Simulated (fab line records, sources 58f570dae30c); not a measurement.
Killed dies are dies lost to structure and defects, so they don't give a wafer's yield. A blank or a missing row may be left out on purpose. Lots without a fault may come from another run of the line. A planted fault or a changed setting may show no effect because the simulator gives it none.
Problem report in the 8D (eight disciplines) form, filled by code | flow berkeley_cmos170 | the parts of the form that need people (team, actions taken, sign-off) are left out

1. THE PROBLEM
strip_time_to_endpoint_s at UCB170_V2_STRIP_15 reads a mean of 14.57 s on 6 wafers of 2 lots; wafers without a fault read 15.36 s with a standard deviation of 0.12. That is -6.6 standard deviations from the usual mean.
The step: strips in O2.
First seen on wafer L820.1, day 9 20:41, on plasma_asher-03. The record holds 42 wafers of 14 lots with a number at this step. Rule for "out", or "out of limits": more than 4 standard deviations from the usual mean. The other wafers with a number count as sound.

2. WHAT IT IS AND WHAT IT IS NOT
question                    | is                       | is not
which readings at this step | strip_time_to_endpoint_s | drypump_motor_current_A
which lots                  | L817, L820               | L810, L811, L812, L813, L815, L816, L819, L828, L829, L831, L832, L833
which wafers of those lots  | all that have a number   | -
read on which tools         | plasma_asher-03          | plasma_asher-01, plasma_asher-02
when                        | from day 9 20:41         | up to then (18 sound wafers); but 18 sound wafers of L819, L828, L829, L831, L832, L833 came after

3. SUSPECTS, AND WHAT RULES EACH OUT
Counting: a tool at a process step up to the reading stays a suspect if it ran every lot that is out and no sound lot after the first of them.
- pecvd-01 at UCB170_V2_CVD_00 (deposits SiO2 from TEOS/O2, target thk 2000 nm, time 250 s): ruled out as a lasting fault. Sound lots L828, L831, L832 ran on it after its first lot that is out, L820 (day 9 18:31).
- rie_diel-04 at UCB170_V2_ETCH_14 (etches SiO2 in CHF3/CF4/Ar, stops on Al, target depth 1250 nm, time 291 s): kept. It ran every lot that is out, first L820 (day 9 20:31), and no sound lot after that; its last sound lot up to then is L816 (day 9 08:06).
- plasma_asher-03 at UCB170_V2_STRIP_15 (strips in O2): ruled out as a lasting fault. Sound lots L832, L833 ran on it after its first lot that is out, L820 (day 9 20:41).
Left after counting: rie_diel-04 at UCB170_V2_ETCH_14.

4. THE CAUSE (what the simulator had put in)
Process parameter drift: rie_diel-04, from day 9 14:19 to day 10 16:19, at UCB170_V2_ETCH_14. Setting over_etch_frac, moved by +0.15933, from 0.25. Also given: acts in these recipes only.
Counting left only this tool.

5. THE CHAIN OF EFFECTS, in route order
Each row: a reading whose mean over the struck wafers that have a number lies more than 3 standard deviations from the usual. Only readings for which the record gives a usual standard deviation are gone through. hours: the time from each lot's start at the first step in this table that gives one to its start at this step, as a median over the lots. sigmas: the change in usual standard deviations.
hours | step               | reading                  | usual   | on struck wafers | change | sigmas
0     | UCB170_V2_STRIP_15 | strip_time_to_endpoint_s | 15.36 s | 14.57            | -0.79  | -6.6
The process steps in it:
- UCB170_V2_STRIP_15: strips in O2.
Later measuring or inspecting steps at which every struck wafer that the step has a row for has a number for every such reading, and none has moved that far: UCB170_M3_RS_MEAS_02.

6. WHAT WOULD HAVE CAUGHT IT SOONER
In this record the first reading out of limits was taken at day 9 20:41, 6 hours after the fault began at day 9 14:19.
Of the tool readings at UCB170_V2_ETCH_14 for which the record gives a usual standard deviation, none was out on any struck wafer, so an alarm limit of 4 standard deviations on them would not have fired.
Of the lots that are out (2), L817 began UCB170_V2_ETCH_14 on rie_diel-04 after day 9 20:41. A hold on the tool at that time would have spared it.
